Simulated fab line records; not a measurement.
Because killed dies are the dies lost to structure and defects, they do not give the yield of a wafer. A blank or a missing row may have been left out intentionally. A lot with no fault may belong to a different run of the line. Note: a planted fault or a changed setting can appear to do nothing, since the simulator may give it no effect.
fab line records | flow berkeley-cmos170
record lots=14 | wafers=42 | last-day=13
route steps=331 shown PSD@183
lots that met no fault: from a run of the same line without faults
start-h: the number of hours between the record's first day and the start of the first shown wafer of the lot | wait-h: hours since the lot's step before | " as in the row above | L1.1+2: several wafers, shown together as one row | - no value, or no start given | * or withheld: withheld | < > ~ a bound
route shown NAME@n: a module of which the file shows steps, and the number in the route of the first | usual: the fault-free wafers' mean and standard deviation | same: alike in all rows | chamber/n: place in a boat | sites: readings site by site | _std_site: their standard deviation | _edge_site: the outer-site mean with the inner-site mean subtracted | radius-mm: how far each site lies from the wafer's centre | mask NAME#n: copy n | behind: the most recent tool/chamber to have shaped the wafer | hold: cause of the lot's hold/its duration in hours/its outcome | device: which transistor (n, p or np) failed to switch | end of line: tests of these same wafers at the route's end | a step with no rows: only its recipe | killed: the dies lost at the first sort to structure and to defects; this is not the yield of the wafer | map: the dies of a wafer, with x for killed, . for not killed, _ for no die there
set.NAME: setting as actually run; set.NAME@STEP: the setting as run at that earlier step | model.NAME: the simulator's own value behind a step, which no gauge read
one table for each step of the route and one row for each wafer, over a sample of lots
services: when a tool's chamber went out of use (start-h, in hours from the record's first day, below 0 if earlier), for how many hours, and the reason
## steps
# step UCB170_PSD_IMPLANT_08
# recipe species=B | dose-cm2=3e+15 | energy-kev=20 | tilt-deg=7
# usual beam-energy-keV=20.000/0.0058 | end-station-pressure-torr=1.26e-05/6.3e-07 | tilt-deg=6.997/0.02
# same implant-ion-amu=11
lot.wafer | tool         | chamber | start-h | wait-h | beam-energy-keV | end-station-pressure-torr | tilt-deg
L949.1    | implanter-01 | 0       | 185.00  | 0.0    | 19.997          | 1.12e-05                  | 6.992
L949.4    | "            | 0       | "       | "      | 19.998          | 1.21e-05                  | 7.021
L949.5    | "            | 0       | "       | "      | 20.002          | 1.22e-05                  | 6.995
L950.1    | implanter-01 | 0       | 192.69  | 0.0    | 19.999          | 1.21e-05                  | 6.975
L950.2    | "            | 0       | "       | "      | 19.990          | 1.3e-05                   | 6.980
L950.5    | "            | 0       | "       | "      | 19.993          | 1.23e-05                  | 7.002
L951.1    | implanter-03 | 0       | 192.97  | 0.0    | 19.991          | 1.2e-05                   | 7.018
L951.3    | "            | 0       | "       | "      | 19.991          | 1.22e-05                  | 6.997
L951.4    | "            | 0       | "       | "      | 19.991          | 1.28e-05                  | 7.035
L952.2    | implanter-03 | 0       | 207.87  | 0.0    | 19.994          | 1.2e-05                   | 6.966
L952.5    | "            | 0       | "       | "      | 19.995          | 1.29e-05                  | 6.971
L952.6    | "            | 0       | "       | "      | 19.996          | 1.3e-05                   | 6.958
L954.3    | implanter-03 | 0       | 227.38  | 0.1    | 20.003          | 1.2e-05                   | 7.000
L954.4    | "            | 0       | "       | "      | 20.002          | 1.3e-05                   | 6.983
L954.6    | "            | 0       | "       | "      | 20.004          | 1.24e-05                  | 6.982
L956.3    | implanter-01 | 0       | 227.62  | 0.1    | 18.003          | 1.21e-05                  | 7.015
L956.4    | "            | 0       | "       | "      | 18.003          | 1.26e-05                  | 6.996
L956.5    | "            | 0       | "       | "      | 18.001          | 1.33e-05                  | 6.989
L957.2    | implanter-03 | 0       | 240.93  | 0.0    | 19.997          | 1.33e-05                  | 7.004
L957.4    | "            | 0       | "       | "      | 19.994          | 1.26e-05                  | 7.014
L957.5    | "            | 0       | "       | "      | 19.992          | 1.2e-05                   | 6.994
L960.1    | implanter-01 | 0       | 241.12  | 0.0    | 17.998          | 1.24e-05                  | 6.982
L960.3    | "            | 0       | "       | "      | 17.996          | 1.22e-05                  | 6.983
L960.4    | "            | 0       | "       | "      | 18.004          | 1.3e-05                   | 6.983
L959.3    | implanter-03 | 0       | 241.25  | 0.1    | 20.001          | 1.29e-05                  | 7.006
L959.4    | "            | 0       | "       | "      | 20.003          | 1.27e-05                  | 6.998
L959.6    | "            | 0       | "       | "      | 19.993          | 1.33e-05                  | 6.979
L964.2    | implanter-03 | 0       | 251.82  | 0.0    | 20.002          | 1.15e-05                  | 6.995
L964.4    | "            | 0       | "       | "      | 19.992          | 1.29e-05                  | 7.015
L964.5    | "            | 0       | "       | "      | 19.996          | 1.14e-05                  | 7.028
L963.3    | implanter-03 | 0       | 252.12  | 0.1    | 19.993          | 1.2e-05                   | 6.999
L963.4    | "            | 0       | "       | "      | 19.995          | 1.27e-05                  | 7.006
L963.5    | "            | 0       | "       | "      | 20.000          | 1.18e-05                  | 7.000
L968.2    | implanter-03 | 0       | 267.07  | 0.0    | 19.998          | 1.21e-05                  | 6.962
L968.3    | "            | 0       | "       | "      | 20.001          | 1.22e-05                  | 6.991
L968.4    | "            | 0       | "       | "      | 19.995          | 1.14e-05                  | 6.980
L970.1    | implanter-03 | 0       | 282.09  | 0.0    | 19.997          | 1.24e-05                  | 7.001
L970.2    | "            | 0       | "       | "      | 19.996          | 1.4e-05                   | 7.002
L970.5    | "            | 0       | "       | "      | 19.999          | 1.23e-05                  | 6.975
L972.1    | implanter-03 | 0       | 291.59  | 0.0    | 19.994          | 1.23e-05                  | 7.023
L972.2    | "            | 0       | "       | "      | 19.994          | 1.22e-05                  | 7.028
L972.3    | "            | 0       | "       | "      | 19.986          | 1.24e-05                  | 6.991
# step UCB170_PSD_STRIP_09
# recipe chemistry=O2 | power-w=400 | pressure-mtorr=3500 | platen-temp-c=withheld | o2-flow-sccm=400 | overash-fraction=0.5
# usual chamber-pressure-mTorr=3500.4/2.9 | drypump-motor-current-A=6.1/0.62 | o2-flow-sccm=399.7/1.2 | oes-product-au=0.600/0.0045 | strip-time-to-endpoint-s=29.38/0.069
lot.wafer | tool            | chamber | start-h | wait-h | chamber-pressure-mTorr | drypump-motor-current-A | o2-flow-sccm | oes-product-au | rf-hours-counter-h | strip-time-to-endpoint-s
L949.1    | plasma-asher-04 | 0       | 185.15  | 0.1    | 3497.5                 | 6.6                     | 399.9        | 0.605          | 6                  | 29.29
L949.4    | "               | 1       | "       | "      | 3502.6                 | 5.4                     | 401.2        | 0.600          | -                  | 29.20
L949.5    | "               | 1       | "       | "      | 3500.8                 | 5.4                     | 400.3        | 0.604          | -                  | 29.26
L950.1    | plasma-asher-02 | 1       | 192.84  | 0.1    | 3501.7                 | 5.3                     | 400.6        | 0.598          | 43                 | 29.39
L950.2    | "               | 0       | "       | "      | 3503.1                 | 6.6                     | 399.1        | 0.598          | 43                 | 29.31
L950.5    | "               | 1       | "       | "      | 3499.6                 | 5.3                     | 399.3        | 0.602          | -                  | 29.37
L951.1    | plasma-asher-04 | 0       | 193.12  | 0.1    | 3498.3                 | 6.6                     | 399.4        | 0.593          | 7                  | 29.30
L951.3    | "               | 0       | "       | "      | 3501.6                 | 6.6                     | 398.0        | 0.601          | -                  | 29.31
L951.4    | "               | 1       | "       | "      | 3500.5                 | 5.4                     | 397.2        | 0.602          | -                  | 29.29
L952.2    | plasma-asher-02 | 0       | 207.99  | 0.1    | 3497.9                 | 6.6                     | 398.8        | 0.599          | 45                 | 29.45
L952.5    | "               | 0       | "       | "      | 3503.1                 | 6.6                     | 399.2        | 0.600          | -                  | 29.47
L952.6    | "               | 1       | "       | "      | 3498.9                 | 5.3                     | 398.9        | 0.601          | -                  | 29.43
L954.3    | plasma-asher-03 | 0       | 227.51  | 0.1    | 3500.2                 | 6.0                     | 399.3        | 0.601          | -                  | 29.27
L954.4    | "               | 1       | "       | "      | 3503.9                 | 6.8                     | 400.5        | 0.605          | -                  | 29.32
L954.6    | "               | 1       | "       | "      | 3504.7                 | 6.8                     | 397.9        | 0.593          | -                  | 29.26
L956.3    | plasma-asher-02 | 1       | 227.75  | 0.1    | 3495.6                 | 5.3                     | 398.5        | 0.610          | -                  | 28.45
L956.4    | "               | 0       | "       | "      | 3502.6                 | 6.6                     | 398.8        | 0.609          | -                  | 28.50
L956.5    | "               | 1       | "       | "      | 3497.3                 | 5.3                     | 397.1        | 0.609          | -                  | 28.47
L957.2    | plasma-asher-02 | 1       | 241.05  | 0.1    | 3503.2                 | 5.3                     | 400.5        | 0.606          | 48                 | 29.27
L957.4    | "               | 1       | "       | "      | 3495.2                 | 5.3                     | 401.6        | 0.604          | -                  | 29.31
L957.5    | "               | 0       | "       | "      | 3494.3                 | 6.6                     | 399.6        | 0.606          | -                  | 29.36
L960.1    | plasma-asher-02 | 1       | 241.27  | 0.1    | 3502.7                 | 5.3                     | 400.8        | 0.607          | 49                 | 28.41
L960.3    | "               | 1       | "       | "      | 3499.8                 | 5.3                     | 401.6        | 0.608          | -                  | 28.54
L960.4    | "               | 0       | "       | "      | 3499.2                 | 6.5                     | 398.3        | 0.605          | -                  | 28.46
L959.3    | plasma-asher-03 | 0       | 241.39  | 0.1    | 3499.5                 | 6.0                     | 397.5        | 0.594          | -                  | 29.42
L959.4    | "               | 1       | "       | "      | 3501.0                 | 6.8                     | 399.4        | 0.596          | -                  | 29.36
L959.6    | "               | 0       | "       | "      | 3500.8                 | 6.0                     | 400.3        | 0.599          | -                  | 29.43
L964.2    | plasma-asher-04 | 0       | 251.95  | 0.1    | 3502.6                 | 6.6                     | 402.7        | 0.605          | 13                 | 29.25
L964.4    | "               | 1       | "       | "      | 3493.8                 | 5.4                     | 401.9        | 0.600          | -                  | 29.32
L964.5    | "               | 1       | "       | "      | 3497.5                 | 5.4                     | 403.1        | 0.591          | -                  | 29.36
L963.3    | plasma-asher-03 | 0       | 252.26  | 0.1    | 3500.6                 | 6.0                     | 397.0        | 0.604          | -                  | 29.30
L963.4    | "               | 1       | "       | "      | 3502.1                 | 6.8                     | 398.6        | 0.602          | -                  | 29.45
L963.5    | "               | 0       | "       | "      | 3501.4                 | 6.0                     | 397.8        | 0.593          | -                  | 29.34
L968.2    | plasma-asher-02 | 1       | 267.20  | 0.1    | 3497.4                 | 5.3                     | 400.4        | 0.597          | 53                 | 29.35
L968.3    | "               | 0       | "       | "      | 3497.1                 | 6.6                     | 398.6        | 0.602          | -                  | 29.39
L968.4    | "               | 1       | "       | "      | 3495.2                 | 5.3                     | 399.7        | 0.599          | -                  | 29.36
L970.1    | plasma-asher-02 | 0       | 282.24  | 0.1    | 3498.6                 | 6.6                     | 399.8        | 0.609          | 55                 | 29.32
L970.2    | "               | 1       | "       | "      | 3498.1                 | 5.3                     | 401.2        | 0.603          | 55                 | 29.31
L970.5    | "               | 0       | "       | "      | 3496.4                 | 6.5                     | 399.2        | 0.592          | -                  | 29.23
L972.1    | plasma-asher-02 | 1       | 291.74  | 0.1    | 3506.4                 | 5.3                     | 400.4        | 0.602          | 56                 | 29.42
L972.2    | "               | 0       | "       | "      | 3496.2                 | 6.6                     | 399.8        | 0.607          | 56                 | 29.47
L972.3    | "               | 0       | "       | "      | 3499.4                 | 6.6                     | 400.4        | 0.604          | -                  | 29.34
# step UCB170_PSD_TW_MEAS_10
# usual PSD_TW=2331/12
lot.wafer | tool          | chamber | start-h | wait-h | PSD_TW
L949.1    | film-metro-01 | -       | 185.25  | 0.1    | 2348
L949.4    | "             | -       | "       | "      | 2340
L949.5    | "             | -       | "       | "      | 2342
L950.1    | film-metro-03 | -       | 192.94  | 0.1    | 2325
L950.2    | "             | -       | "       | "      | 2317
L950.5    | "             | -       | "       | "      | 2328
L951.1    | film-metro-01 | -       | 193.22  | 0.1    | 2334
L951.3    | "             | -       | "       | "      | 2322
L951.4    | "             | -       | "       | "      | 2327
L952.2    | film-metro-03 | -       | 208.10  | 0.1    | 2319
L952.5    | "             | -       | "       | "      | 2320
L952.6    | "             | -       | "       | "      | 2329
L954.3    | film-metro-03 | -       | 227.60  | 0.1    | 2332
L954.4    | "             | -       | "       | "      | 2336
L954.6    | "             | -       | "       | "      | 2340
L956.3    | film-metro-01 | -       | 227.84  | 0.1    | 2292
L956.4    | "             | -       | "       | "      | 2295
L956.5    | "             | -       | "       | "      | 2296
L957.2    | film-metro-01 | -       | 241.16  | 0.1    | 2332
L957.4    | "             | -       | "       | "      | 2338
L957.5    | "             | -       | "       | "      | 2324
L960.1    | film-metro-03 | -       | 241.37  | 0.1    | 2275
L960.3    | "             | -       | "       | "      | 2274
L960.4    | "             | -       | "       | "      | 2288
L959.3    | film-metro-01 | -       | 241.47  | 0.1    | 2336
L959.4    | "             | -       | "       | "      | 2344
L959.6    | "             | -       | "       | "      | 2338
L964.2    | film-metro-01 | -       | 252.06  | 0.1    | 2338
L964.4    | "             | -       | "       | "      | 2353
L964.5    | "             | -       | "       | "      | 2360
L963.3    | film-metro-04 | -       | 252.34  | 0.1    | 2314
L963.4    | "             | -       | "       | "      | 2317
L963.5    | "             | -       | "       | "      | 2327
L968.2    | film-metro-01 | -       | 267.31  | 0.1    | 2322
L968.3    | "             | -       | "       | "      | 2321
L968.4    | "             | -       | "       | "      | 2316
L970.1    | film-metro-04 | -       | 282.34  | 0.1    | 2331
L970.2    | "             | -       | "       | "      | 2336
L970.5    | "             | -       | "       | "      | 2319
L972.1    | film-metro-03 | -       | 291.84  | 0.1    | 2336
L972.2    | "             | -       | "       | "      | 2326
L972.3    | "             | -       | "       | "      | 2332
# step UCB170_SDANNEAL_RS_MEAS_02
# recipe thk-meas-gauge=four-point-probe
# usual PSD_RS=75.6/0.31
lot.wafer | tool          | chamber | start-h | wait-h | PSD_RS[ohm/sq]
L949.1    | film-metro-03 | -       | 188.03  | 0.0    | 75.9
L949.4    | "             | -       | "       | "      | 75.8
L949.5    | "             | -       | "       | "      | 75.9
L950.1    | film-metro-03 | -       | 196.57  | 0.0    | 75.7
L950.2    | "             | -       | "       | "      | 75.7
L950.5    | "             | -       | "       | "      | 75.8
L951.1    | film-metro-01 | -       | 197.02  | 0.0    | 75.8
L951.3    | "             | -       | "       | "      | 76.0
L951.4    | "             | -       | "       | "      | 75.8
L952.2    | film-metro-04 | -       | 210.96  | 0.1    | 75.6
L952.5    | "             | -       | "       | "      | 75.9
L952.6    | "             | -       | "       | "      | 75.7
L954.3    | film-metro-01 | -       | 230.69  | 0.1    | 75.7
L954.4    | "             | -       | "       | "      | 75.3
L954.6    | "             | -       | "       | "      | 75.7
L956.3    | film-metro-04 | -       | 231.14  | 0.1    | 76.9
L956.4    | "             | -       | "       | "      | 76.9
L956.5    | "             | -       | "       | "      | 76.6
L957.2    | film-metro-01 | -       | 245.11  | 0.1    | 76.3
L957.4    | "             | -       | "       | "      | 76.3
L957.5    | "             | -       | "       | "      | 76.1
L960.1    | film-metro-03 | -       | 246.38  | 0.0    | 76.4
L960.3    | "             | -       | "       | "      | 76.0
L960.4    | "             | -       | "       | "      | 76.4
L959.3    | film-metro-04 | -       | 246.42  | 0.1    | 75.2
L959.4    | "             | -       | "       | "      | 75.4
L959.6    | "             | -       | "       | "      | 75.4
L964.2    | film-metro-04 | -       | 256.91  | 0.1    | 75.9
L964.4    | "             | -       | "       | "      | 75.5
L964.5    | "             | -       | "       | "      | 75.7
L963.3    | film-metro-01 | -       | 258.10  | 0.1    | 75.9
L963.4    | "             | -       | "       | "      | 75.9
L963.5    | "             | -       | "       | "      | 75.7
L968.2    | film-metro-04 | -       | 270.49  | 0.1    | 75.7
L968.3    | "             | -       | "       | "      | 75.5
L968.4    | "             | -       | "       | "      | 75.6
L970.1    | film-metro-04 | -       | 287.49  | 0.1    | 75.9
L970.2    | "             | -       | "       | "      | 75.8
L970.5    | "             | -       | "       | "      | 75.6
L972.1    | film-metro-01 | -       | 300.51  | 0.5    | 75.6
L972.2    | "             | -       | "       | "      | 75.8
L972.3    | "             | -       | "       | "      | 75.8
## services
tool            | chamber | start-h | hours | kind
implanter-03    | -       | 220.94  | 5.1   | pm
implanter-03    | -       | 228.13  | 2.7   | repair
implanter-03    | -       | 235.78  | 2.2   | repair
plasma-asher-04 | -       | 260.18  | 1.7   | repair
plasma-asher-04 | -       | 269.85  | 2.6   | repair
implanter-03    | -       | 269.86  | 1.2   | repair
## key
first-sign step=UCB170_PSD_IMPLANT_08 | reading=beam-energy-keV | direction=down | sigmas=99+ | usual=20.000 | struck=18.001
effect step=UCB170_PSD_STRIP_09 | reading=strip-time-to-endpoint-s | direction=down | sigmas=13 | usual=* | struck=*
effect step=UCB170_PSD_TW_MEAS_10 | reading=PSD_TW | direction=down | sigmas=3.8 | usual=2331 | struck=2287
effect step=UCB170_SDANNEAL_RS_MEAS_02 | reading=PSD_RS | direction=up | sigmas=3.1 | usual=75.6 | struck=76.5
met-at UCB170_PSD_IMPLANT_08
struck-lots L956,L960
tester-left-out L956,L960
onset-between 192.69 227.62
fault kind=process-parameter-drift | tool=implanter-01 | chamber=- | onset-h=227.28 | steps=UCB170_PSD_IMPLANT_08 | channel=energy-kev | offset=-2 | shape=step | end-h=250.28 | acts-in=these-recipes-only | stated=20
# tester-left-out: of these lots the tester's yield and bins aren't shown, on N5 and GAA mostly nor the transistor test; their killed dies are dies lost to structure and defects alone, not to doping, threshold or leakage, so they don't give the yield
